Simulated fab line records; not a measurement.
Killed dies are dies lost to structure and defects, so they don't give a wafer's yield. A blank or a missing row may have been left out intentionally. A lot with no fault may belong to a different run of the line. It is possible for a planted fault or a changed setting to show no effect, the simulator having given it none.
fab line records || flow berkeleyCmos170
record: {"lots": 14, "wafers": 42, "lastDay": 11}
route steps=331 shown PLDD@154
lots that met no fault: from a run of the same line without faults
startH: the number of hours between the record's first day and the start of the first shown wafer of the lot || waitH: hours elapsed since this lot's preceding step || " identical to the entry in the row above || L1.1+2: one row covering several wafers at once || - no value, or no start was given || * or withheld: withheld || < > ~ a bound
route shown NAME@n: names a module that has steps shown in the file, with the first one's number in the route || usual: mean and standard deviation over wafers with no fault || same: alike in all rows || chamber/n: place in a boat || sites: the reading at each site || _std_site: how widely they spread, as a standard deviation || _edge_site: outer sites' mean less inner sites' || radiusMm: for every site, how far away it sits from the centre of the wafer || mask NAME#n: copy n || behind: the last tool/chamber to shape the wafer || hold: why the lot was held/for how many hours/how that ended || device: the transistor (n, p or np) that didn't switch || end of line: at the end of the route, the tests of the same wafers || step lacking rows: just its recipe || killed: count of dies lost to structure and defects at first sort (not the wafer's yield) || map: shows each die of a wafer: x if killed, . if not, _ if none is there
set.NAME: setting as actually run; set.NAME@STEP: the setting as run at that earlier step || model.NAME: the simulator's own value behind a step, which no gauge read
a sample of lots followed through the steps of the route, with each step as a table and each wafer as a row
services: a tool's chamber out of use, with start hour (startH, from the record's first day; less than 0 if before it), hours out, and reason
== steps ==
step: UCB170_PLDD_IMPLANT_09
recipe: {"species": "BF2", "doseCm2": 5e+13, "energyKev": 10, "tiltDeg": 7, "rotationDeg": 180}
usual: {"beamOnS": "10.00/0.18", "doseIonsCm2": "4.999e+13/5.7e+10", "faradayCurrentUA": "158.6/2.9"}
{"lot.wafer": "L926.3", "tool": "implanter-01", "chamber": 0, "startH": 121.82, "waitH": 0.1, "beamOnS": 9.81, "doseIonsCm2": 5.007e+13, "faradayCurrentUA": 161.3}
{"lot.wafer": "L926.4", "tool": "implanter-01", "chamber": 0, "startH": 121.82, "waitH": 0.1, "beamOnS": 10.00, "doseIonsCm2": 5.007e+13, "faradayCurrentUA": 158.3}
{"lot.wafer": "L926.6", "tool": "implanter-01", "chamber": 0, "startH": 121.82, "waitH": 0.1, "beamOnS": 10.25, "doseIonsCm2": 5.009e+13, "faradayCurrentUA": 155.9}
{"lot.wafer": "L927.2", "tool": "implanter-03", "chamber": 0, "startH": 133.89, "waitH": 0.1, "beamOnS": 10.06, "doseIonsCm2": 4.996e+13, "faradayCurrentUA": 158.1}
{"lot.wafer": "L927.4", "tool": "implanter-03", "chamber": 0, "startH": 133.89, "waitH": 0.1, "beamOnS": 10.02, "doseIonsCm2": 4.993e+13, "faradayCurrentUA": 158.3}
{"lot.wafer": "L927.6", "tool": "implanter-03", "chamber": 0, "startH": 133.89, "waitH": 0.1, "beamOnS": 10.12, "doseIonsCm2": 4.994e+13, "faradayCurrentUA": 156.4}
{"lot.wafer": "L933.1", "tool": "implanter-01", "chamber": 0, "startH": 151.60, "waitH": 0.1, "beamOnS": 10.00, "doseIonsCm2": 4.998e+13, "faradayCurrentUA": 158.7}
{"lot.wafer": "L933.4", "tool": "implanter-01", "chamber": 0, "startH": 151.60, "waitH": 0.1, "beamOnS": 10.09, "doseIonsCm2": 4.992e+13, "faradayCurrentUA": 157.0}
{"lot.wafer": "L933.5", "tool": "implanter-01", "chamber": 0, "startH": 151.60, "waitH": 0.1, "beamOnS": 10.05, "doseIonsCm2": 4.995e+13, "faradayCurrentUA": 156.9}
{"lot.wafer": "L930.1", "tool": "implanter-01", "chamber": 0, "startH": 152.16, "waitH": 0.1, "beamOnS": 9.91, "doseIonsCm2": 4.999e+13, "faradayCurrentUA": 159.7}
{"lot.wafer": "L930.2", "tool": "implanter-01", "chamber": 0, "startH": 152.16, "waitH": 0.1, "beamOnS": 10.04, "doseIonsCm2": 5.005e+13, "faradayCurrentUA": 157.4}
{"lot.wafer": "L930.3", "tool": "implanter-01", "chamber": 0, "startH": 152.16, "waitH": 0.1, "beamOnS": 9.82, "doseIonsCm2": 4.998e+13, "faradayCurrentUA": 160.5}
{"lot.wafer": "L932.3", "tool": "implanter-03", "chamber": 0, "startH": 152.66, "waitH": 0.1, "beamOnS": 10.15, "doseIonsCm2": 5.002e+13, "faradayCurrentUA": 156.4}
{"lot.wafer": "L932.5", "tool": "implanter-03", "chamber": 0, "startH": 152.66, "waitH": 0.1, "beamOnS": 9.89, "doseIonsCm2": 4.994e+13, "faradayCurrentUA": 160.4}
{"lot.wafer": "L932.6", "tool": "implanter-03", "chamber": 0, "startH": 152.66, "waitH": 0.1, "beamOnS": 9.77, "doseIonsCm2": 4.993e+13, "faradayCurrentUA": 162.5}
{"lot.wafer": "L929.2", "tool": "implanter-04", "chamber": 0, "startH": 152.80, "waitH": 0.1, "beamOnS": 10.17, "doseIonsCm2": 5.003e+13, "faradayCurrentUA": 155.8}
{"lot.wafer": "L929.3", "tool": "implanter-04", "chamber": 0, "startH": 152.80, "waitH": 0.1, "beamOnS": 9.99, "doseIonsCm2": 5.006e+13, "faradayCurrentUA": 158.3}
{"lot.wafer": "L929.6", "tool": "implanter-04", "chamber": 0, "startH": 152.80, "waitH": 0.1, "beamOnS": 10.06, "doseIonsCm2": 5.003e+13, "faradayCurrentUA": 157.1}
{"lot.wafer": "L935.3", "tool": "implanter-03", "chamber": 0, "startH": 166.24, "waitH": 0.1, "beamOnS": 10.06, "doseIonsCm2": 4.999e+13, "faradayCurrentUA": 156.9}
{"lot.wafer": "L935.4", "tool": "implanter-03", "chamber": 0, "startH": 166.24, "waitH": 0.1, "beamOnS": 9.95, "doseIonsCm2": 4.999e+13, "faradayCurrentUA": 159.8}
{"lot.wafer": "L935.5", "tool": "implanter-03", "chamber": 0, "startH": 166.24, "waitH": 0.1, "beamOnS": 10.14, "doseIonsCm2": 4.993e+13, "faradayCurrentUA": 155.4}
{"lot.wafer": "L937.3", "tool": "implanter-04", "chamber": 0, "startH": 171.12, "waitH": 0.1, "beamOnS": 9.48, "doseIonsCm2": 4.997e+13, "faradayCurrentUA": 166.8}
{"lot.wafer": "L937.4", "tool": "implanter-04", "chamber": 0, "startH": 171.12, "waitH": 0.1, "beamOnS": 10.01, "doseIonsCm2": 5.002e+13, "faradayCurrentUA": 158.9}
{"lot.wafer": "L937.5", "tool": "implanter-04", "chamber": 0, "startH": 171.12, "waitH": 0.1, "beamOnS": 10.25, "doseIonsCm2": 4.996e+13, "faradayCurrentUA": 155.0}
{"lot.wafer": "L938.2", "tool": "implanter-03", "chamber": 0, "startH": 171.65, "waitH": 0.1, "beamOnS": 10.14, "doseIonsCm2": 5.002e+13, "faradayCurrentUA": 156.5}
{"lot.wafer": "L938.3", "tool": "implanter-03", "chamber": 0, "startH": 171.65, "waitH": 0.1, "beamOnS": 10.08, "doseIonsCm2": 5.005e+13, "faradayCurrentUA": 157.7}
{"lot.wafer": "L938.5", "tool": "implanter-03", "chamber": 0, "startH": 171.65, "waitH": 0.1, "beamOnS": 9.93, "doseIonsCm2": 5.012e+13, "faradayCurrentUA": 159.0}
{"lot.wafer": "L941.1", "tool": "implanter-03", "chamber": 0, "startH": 199.18, "waitH": 0.1, "beamOnS": 12.54, "doseIonsCm2": 6.846e+13, "faradayCurrentUA": 173.2}
{"lot.wafer": "L941.4", "tool": "implanter-03", "chamber": 0, "startH": 199.18, "waitH": 0.1, "beamOnS": 12.86, "doseIonsCm2": 6.852e+13, "faradayCurrentUA": 169.3}
{"lot.wafer": "L941.6", "tool": "implanter-03", "chamber": 0, "startH": 199.18, "waitH": 0.1, "beamOnS": 12.02, "doseIonsCm2": 6.848e+13, "faradayCurrentUA": 179.9}
{"lot.wafer": "L945.4", "tool": "implanter-01", "chamber": 0, "startH": 211.48, "waitH": 0.1, "beamOnS": 9.73, "doseIonsCm2": 5.011e+13, "faradayCurrentUA": 163.3}
{"lot.wafer": "L945.5", "tool": "implanter-01", "chamber": 0, "startH": 211.48, "waitH": 0.1, "beamOnS": 9.82, "doseIonsCm2": 5.007e+13, "faradayCurrentUA": 161.5}
{"lot.wafer": "L945.6", "tool": "implanter-01", "chamber": 0, "startH": 211.48, "waitH": 0.1, "beamOnS": 10.35, "doseIonsCm2": 5.001e+13, "faradayCurrentUA": 153.5}
{"lot.wafer": "L947.3", "tool": "implanter-04", "chamber": 0, "startH": 225.63, "waitH": 0.1, "beamOnS": 9.70, "doseIonsCm2": 4.996e+13, "faradayCurrentUA": 163.6}
{"lot.wafer": "L947.4", "tool": "implanter-04", "chamber": 0, "startH": 225.63, "waitH": 0.1, "beamOnS": 9.90, "doseIonsCm2": 4.992e+13, "faradayCurrentUA": 160.0}
{"lot.wafer": "L947.5", "tool": "implanter-04", "chamber": 0, "startH": 225.63, "waitH": 0.1, "beamOnS": 9.71, "doseIonsCm2": 4.998e+13, "faradayCurrentUA": 163.7}
{"lot.wafer": "L946.1", "tool": "implanter-03", "chamber": 0, "startH": 225.86, "waitH": 0.1, "beamOnS": 12.00, "doseIonsCm2": 6.843e+13, "faradayCurrentUA": 181.1}
{"lot.wafer": "L946.2", "tool": "implanter-03", "chamber": 0, "startH": 225.86, "waitH": 0.1, "beamOnS": 12.21, "doseIonsCm2": 6.852e+13, "faradayCurrentUA": 177.5}
{"lot.wafer": "L946.3", "tool": "implanter-03", "chamber": 0, "startH": 225.86, "waitH": 0.1, "beamOnS": 12.42, "doseIonsCm2": 6.845e+13, "faradayCurrentUA": 174.7}
{"lot.wafer": "L948.2", "tool": "implanter-01", "chamber": 0, "startH": 230.62, "waitH": 0.1, "beamOnS": 10.07, "doseIonsCm2": 5.001e+13, "faradayCurrentUA": 157.8}
{"lot.wafer": "L948.4", "tool": "implanter-01", "chamber": 0, "startH": 230.62, "waitH": 0.1, "beamOnS": 9.97, "doseIonsCm2": 5.005e+13, "faradayCurrentUA": 158.8}
{"lot.wafer": "L948.5", "tool": "implanter-01", "chamber": 0, "startH": 230.62, "waitH": 0.1, "beamOnS": 9.92, "doseIonsCm2": 5.006e+13, "faradayCurrentUA": 159.2}
step: UCB170_PLDD_TW_MEAS_11
usual: {"PLDD_TW": "1021/8.1"}
{"lot.wafer": "L926.3", "tool": "filmMetro-01", "chamber": "-", "startH": 122.04, "waitH": 0.1, "PLDD_TW": 1021}
{"lot.wafer": "L926.4", "tool": "filmMetro-01", "chamber": "-", "startH": 122.04, "waitH": 0.1, "PLDD_TW": 1020}
{"lot.wafer": "L926.6", "tool": "filmMetro-01", "chamber": "-", "startH": 122.04, "waitH": 0.1, "PLDD_TW": 1013}
{"lot.wafer": "L927.2", "tool": "filmMetro-03", "chamber": "-", "startH": 134.13, "waitH": 0.1, "PLDD_TW": 1029}
{"lot.wafer": "L927.4", "tool": "filmMetro-03", "chamber": "-", "startH": 134.13, "waitH": 0.1, "PLDD_TW": 1031}
{"lot.wafer": "L927.6", "tool": "filmMetro-03", "chamber": "-", "startH": 134.13, "waitH": 0.1, "PLDD_TW": 1035}
{"lot.wafer": "L933.1", "tool": "filmMetro-02", "chamber": "-", "startH": 151.85, "waitH": 0.1, "PLDD_TW": 1012}
{"lot.wafer": "L933.4", "tool": "filmMetro-02", "chamber": "-", "startH": 151.85, "waitH": 0.1, "PLDD_TW": 1014}
{"lot.wafer": "L933.5", "tool": "filmMetro-02", "chamber": "-", "startH": 151.85, "waitH": 0.1, "PLDD_TW": 1008}
{"lot.wafer": "L930.1", "tool": "filmMetro-02", "chamber": "-", "startH": 152.41, "waitH": 0.1, "PLDD_TW": 1013}
{"lot.wafer": "L930.2", "tool": "filmMetro-02", "chamber": "-", "startH": 152.41, "waitH": 0.1, "PLDD_TW": 1010}
{"lot.wafer": "L930.3", "tool": "filmMetro-02", "chamber": "-", "startH": 152.41, "waitH": 0.1, "PLDD_TW": 1013}
{"lot.wafer": "L932.3", "tool": "filmMetro-02", "chamber": "-", "startH": 152.88, "waitH": 0.1, "PLDD_TW": 1013}
{"lot.wafer": "L932.5", "tool": "filmMetro-02", "chamber": "-", "startH": 152.88, "waitH": 0.1, "PLDD_TW": 1012}
{"lot.wafer": "L932.6", "tool": "filmMetro-02", "chamber": "-", "startH": 152.88, "waitH": 0.1, "PLDD_TW": 1014}
{"lot.wafer": "L929.2", "tool": "filmMetro-01", "chamber": "-", "startH": 153.04, "waitH": 0.1, "PLDD_TW": 1022}
{"lot.wafer": "L929.3", "tool": "filmMetro-01", "chamber": "-", "startH": 153.04, "waitH": 0.1, "PLDD_TW": 1025}
{"lot.wafer": "L929.6", "tool": "filmMetro-01", "chamber": "-", "startH": 153.04, "waitH": 0.1, "PLDD_TW": 1028}
{"lot.wafer": "L935.3", "tool": "filmMetro-03", "chamber": "-", "startH": 166.46, "waitH": 0.1, "PLDD_TW": 1035}
{"lot.wafer": "L935.4", "tool": "filmMetro-03", "chamber": "-", "startH": 166.46, "waitH": 0.1, "PLDD_TW": 1030}
{"lot.wafer": "L935.5", "tool": "filmMetro-03", "chamber": "-", "startH": 166.46, "waitH": 0.1, "PLDD_TW": 1034}
{"lot.wafer": "L937.3", "tool": "filmMetro-02", "chamber": "-", "startH": 171.34, "waitH": 0.1, "PLDD_TW": 1013}
{"lot.wafer": "L937.4", "tool": "filmMetro-02", "chamber": "-", "startH": 171.34, "waitH": 0.1, "PLDD_TW": 1015}
{"lot.wafer": "L937.5", "tool": "filmMetro-02", "chamber": "-", "startH": 171.34, "waitH": 0.1, "PLDD_TW": 1011}
{"lot.wafer": "L938.2", "tool": "filmMetro-01", "chamber": "-", "startH": 171.88, "waitH": 0.1, "PLDD_TW": 1017}
{"lot.wafer": "L938.3", "tool": "filmMetro-01", "chamber": "-", "startH": 171.88, "waitH": 0.1, "PLDD_TW": 1012}
{"lot.wafer": "L938.5", "tool": "filmMetro-01", "chamber": "-", "startH": 171.88, "waitH": 0.1, "PLDD_TW": 1014}
{"lot.wafer": "L941.1", "tool": "filmMetro-01", "chamber": "-", "startH": 199.43, "waitH": 0.1, "PLDD_TW": 1073}
{"lot.wafer": "L941.4", "tool": "filmMetro-01", "chamber": "-", "startH": 199.43, "waitH": 0.1, "PLDD_TW": 1074}
{"lot.wafer": "L941.6", "tool": "filmMetro-01", "chamber": "-", "startH": 199.43, "waitH": 0.1, "PLDD_TW": 1080}
{"lot.wafer": "L945.4", "tool": "filmMetro-01", "chamber": "-", "startH": 211.68, "waitH": 0.1, "PLDD_TW": 1025}
{"lot.wafer": "L945.5", "tool": "filmMetro-01", "chamber": "-", "startH": 211.68, "waitH": 0.1, "PLDD_TW": 1024}
{"lot.wafer": "L945.6", "tool": "filmMetro-01", "chamber": "-", "startH": 211.68, "waitH": 0.1, "PLDD_TW": 1025}
{"lot.wafer": "L947.3", "tool": "filmMetro-01", "chamber": "-", "startH": 225.85, "waitH": 0.1, "PLDD_TW": 1015}
{"lot.wafer": "L947.4", "tool": "filmMetro-01", "chamber": "-", "startH": 225.85, "waitH": 0.1, "PLDD_TW": 1017}
{"lot.wafer": "L947.5", "tool": "filmMetro-01", "chamber": "-", "startH": 225.85, "waitH": 0.1, "PLDD_TW": 1022}
{"lot.wafer": "L946.1", "tool": "filmMetro-01", "chamber": "-", "startH": 226.11, "waitH": 0.1, "PLDD_TW": 1078}
{"lot.wafer": "L946.2", "tool": "filmMetro-01", "chamber": "-", "startH": 226.11, "waitH": 0.1, "PLDD_TW": 1072}
{"lot.wafer": "L946.3", "tool": "filmMetro-01", "chamber": "-", "startH": 226.11, "waitH": 0.1, "PLDD_TW": 1082}
{"lot.wafer": "L948.2", "tool": "filmMetro-03", "chamber": "-", "startH": 230.85, "waitH": 0.1, "PLDD_TW": 1032}
{"lot.wafer": "L948.4", "tool": "filmMetro-03", "chamber": "-", "startH": 230.85, "waitH": 0.1, "PLDD_TW": 1032}
{"lot.wafer": "L948.5", "tool": "filmMetro-03", "chamber": "-", "startH": 230.85, "waitH": 0.1, "PLDD_TW": 1032}
step: UCB170_SDANNEAL_RS_MEAS_04
recipe: {"thkMeasGauge": "four-point-probe"}
usual: {"PLDD_RS": "1032/3.3"}
{"lot.wafer": "L926.3", "tool": "filmMetro-02", "chamber": "-", "startH": 139.33, "waitH": 0.1, "PLDD_RS[ohm/sq]": 1036}
{"lot.wafer": "L926.4", "tool": "filmMetro-02", "chamber": "-", "startH": 139.33, "waitH": 0.1, "PLDD_RS[ohm/sq]": 1036}
{"lot.wafer": "L926.6", "tool": "filmMetro-02", "chamber": "-", "startH": 139.33, "waitH": 0.1, "PLDD_RS[ohm/sq]": 1036}
{"lot.wafer": "L927.2", "tool": "filmMetro-01", "chamber": "-", "startH": 148.59, "waitH": 0.1, "PLDD_RS[ohm/sq]": 1029}
{"lot.wafer": "L927.4", "tool": "filmMetro-01", "chamber": "-", "startH": 148.59, "waitH": 0.1, "PLDD_RS[ohm/sq]": 1030}
{"lot.wafer": "L927.6", "tool": "filmMetro-01", "chamber": "-", "startH": 148.59, "waitH": 0.1, "PLDD_RS[ohm/sq]": 1030}
{"lot.wafer": "L933.1", "tool": "filmMetro-02", "chamber": "-", "startH": 166.09, "waitH": 0.1, "PLDD_RS[ohm/sq]": 1033}
{"lot.wafer": "L933.4", "tool": "filmMetro-02", "chamber": "-", "startH": 166.09, "waitH": 0.1, "PLDD_RS[ohm/sq]": 1033}
{"lot.wafer": "L933.5", "tool": "filmMetro-02", "chamber": "-", "startH": 166.09, "waitH": 0.1, "PLDD_RS[ohm/sq]": 1033}
{"lot.wafer": "L930.1", "tool": "filmMetro-03", "chamber": "-", "startH": 166.98, "waitH": 0.1, "PLDD_RS[ohm/sq]": 1032}
{"lot.wafer": "L930.2", "tool": "filmMetro-03", "chamber": "-", "startH": 166.98, "waitH": 0.1, "PLDD_RS[ohm/sq]": 1033}
{"lot.wafer": "L930.3", "tool": "filmMetro-03", "chamber": "-", "startH": 166.98, "waitH": 0.1, "PLDD_RS[ohm/sq]": 1031}
{"lot.wafer": "L932.3", "tool": "filmMetro-01", "chamber": "-", "startH": 167.58, "waitH": 0.1, "PLDD_RS[ohm/sq]": 1031}
{"lot.wafer": "L932.5", "tool": "filmMetro-01", "chamber": "-", "startH": 167.58, "waitH": 0.1, "PLDD_RS[ohm/sq]": 1031}
{"lot.wafer": "L932.6", "tool": "filmMetro-01", "chamber": "-", "startH": 167.58, "waitH": 0.1, "PLDD_RS[ohm/sq]": 1034}
{"lot.wafer": "L929.2", "tool": "filmMetro-03", "chamber": "-", "startH": 168.01, "waitH": 0.1, "PLDD_RS[ohm/sq]": 1032}
{"lot.wafer": "L929.3", "tool": "filmMetro-03", "chamber": "-", "startH": 168.01, "waitH": 0.1, "PLDD_RS[ohm/sq]": 1029}
{"lot.wafer": "L929.6", "tool": "filmMetro-03", "chamber": "-", "startH": 168.01, "waitH": 0.1, "PLDD_RS[ohm/sq]": 1032}
{"lot.wafer": "L935.3", "tool": "filmMetro-02", "chamber": "-", "startH": 178.21, "waitH": 0.1, "PLDD_RS[ohm/sq]": 1027}
{"lot.wafer": "L935.4", "tool": "filmMetro-02", "chamber": "-", "startH": 178.21, "waitH": 0.1, "PLDD_RS[ohm/sq]": 1028}
{"lot.wafer": "L935.5", "tool": "filmMetro-02", "chamber": "-", "startH": 178.21, "waitH": 0.1, "PLDD_RS[ohm/sq]": 1029}
{"lot.wafer": "L938.2", "tool": "filmMetro-03", "chamber": "-", "startH": 185.53, "waitH": 0.1, "PLDD_RS[ohm/sq]": 1032}
{"lot.wafer": "L938.3", "tool": "filmMetro-03", "chamber": "-", "startH": 185.53, "waitH": 0.1, "PLDD_RS[ohm/sq]": 1033}
{"lot.wafer": "L938.5", "tool": "filmMetro-03", "chamber": "-", "startH": 185.53, "waitH": 0.1, "PLDD_RS[ohm/sq]": 1032}
{"lot.wafer": "L937.3", "tool": "filmMetro-02", "chamber": "-", "startH": 185.87, "waitH": 0.1, "PLDD_RS[ohm/sq]": 1036}
{"lot.wafer": "L937.4", "tool": "filmMetro-02", "chamber": "-", "startH": 185.87, "waitH": 0.1, "PLDD_RS[ohm/sq]": 1035}
{"lot.wafer": "L937.5", "tool": "filmMetro-02", "chamber": "-", "startH": 185.87, "waitH": 0.1, "PLDD_RS[ohm/sq]": 1033}
{"lot.wafer": "L941.1", "tool": "filmMetro-03", "chamber": "-", "startH": 209.89, "waitH": 0.1, "PLDD_RS[ohm/sq]": 904}
{"lot.wafer": "L941.4", "tool": "filmMetro-03", "chamber": "-", "startH": 209.89, "waitH": 0.1, "PLDD_RS[ohm/sq]": 903}
{"lot.wafer": "L941.6", "tool": "filmMetro-03", "chamber": "-", "startH": 209.89, "waitH": 0.1, "PLDD_RS[ohm/sq]": 903}
{"lot.wafer": "L945.4", "tool": "filmMetro-03", "chamber": "-", "startH": 221.55, "waitH": 0.1, "PLDD_RS[ohm/sq]": 1027}
{"lot.wafer": "L945.5", "tool": "filmMetro-03", "chamber": "-", "startH": 221.55, "waitH": 0.1, "PLDD_RS[ohm/sq]": 1028}
{"lot.wafer": "L945.6", "tool": "filmMetro-03", "chamber": "-", "startH": 221.55, "waitH": 0.1, "PLDD_RS[ohm/sq]": 1026}
{"lot.wafer": "L947.3", "tool": "filmMetro-03", "chamber": "-", "startH": 238.53, "waitH": 0.1, "PLDD_RS[ohm/sq]": 1030}
{"lot.wafer": "L947.4", "tool": "filmMetro-03", "chamber": "-", "startH": 238.53, "waitH": 0.1, "PLDD_RS[ohm/sq]": 1032}
{"lot.wafer": "L947.5", "tool": "filmMetro-03", "chamber": "-", "startH": 238.53, "waitH": 0.1, "PLDD_RS[ohm/sq]": 1028}
{"lot.wafer": "L946.1", "tool": "filmMetro-02", "chamber": "-", "startH": 238.66, "waitH": 0.1, "PLDD_RS[ohm/sq]": 902}
{"lot.wafer": "L946.2", "tool": "filmMetro-02", "chamber": "-", "startH": 238.66, "waitH": 0.1, "PLDD_RS[ohm/sq]": 902}
{"lot.wafer": "L946.3", "tool": "filmMetro-02", "chamber": "-", "startH": 238.66, "waitH": 0.1, "PLDD_RS[ohm/sq]": 905}
{"lot.wafer": "L948.2", "tool": "filmMetro-02", "chamber": "-", "startH": 242.10, "waitH": 0.1, "PLDD_RS[ohm/sq]": 1040}
{"lot.wafer": "L948.4", "tool": "filmMetro-02", "chamber": "-", "startH": 242.10, "waitH": 0.1, "PLDD_RS[ohm/sq]": 1038}
{"lot.wafer": "L948.5", "tool": "filmMetro-02", "chamber": "-", "startH": 242.10, "waitH": 0.1, "PLDD_RS[ohm/sq]": 1042}
== services ==
{"tool": "implanter-01", "chamber": "-", "startH": 127.94, "hours": 1.4, "kind": "repair"}
{"tool": "implanter-03", "chamber": "-", "startH": 147.51, "hours": 4.6, "kind": "pm"}
{"tool": "implanter-04", "chamber": "-", "startH": 184.56, "hours": 3.4, "kind": "pm"}
{"tool": "implanter-03", "chamber": "-", "startH": 192.75, "hours": 3.1, "kind": "repair"}
{"tool": "implanter-03", "chamber": "-", "startH": 227.16, "hours": 1.9, "kind": "repair"}
== key ==
firstSign: {"step": "UCB170_PLDD_IMPLANT_09", "reading": "doseIonsCm2", "direction": "up", "sigmas": "99+", "usual": 4.999e+13, "struck": 6.848e+13}
effect: {"step": "UCB170_PLDD_IMPLANT_09", "reading": "beamOnS", "direction": "up", "sigmas": 13, "usual": 10.00, "struck": 12.34}
effect: {"step": "UCB170_PLDD_TW_MEAS_11", "reading": "PLDD_TW", "direction": "up", "sigmas": 6.8, "usual": 1021, "struck": 1076}
effect: {"step": "UCB170_SDANNEAL_RS_MEAS_04", "reading": "PLDD_RS", "direction": "down", "sigmas": 39, "usual": 1032, "struck": 903}
metAt UCB170_PLDD_IMPLANT_09
struckLots L941,L946
testerLeftOut L941,L946
onsetBetween 171.65 199.18
fault: {"kind": "processParameterDrift", "tool": "implanter-03", "chamber": "-", "onsetH": 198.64, "steps": "UCB170_PLDD_IMPLANT_09", "channel": "doseCm2", "offset": 1.85e+13, "shape": "step", "endH": 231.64, "actsIn": "theseRecipesOnly", "stated": 5e+13}
testerLeftOut: of these lots the tester's yield and bins aren't shown, on N5 and GAA mostly nor the transistor test; their killed dies are dies lost to structure and defects alone, not to doping, threshold or leakage, so they don't give the yield
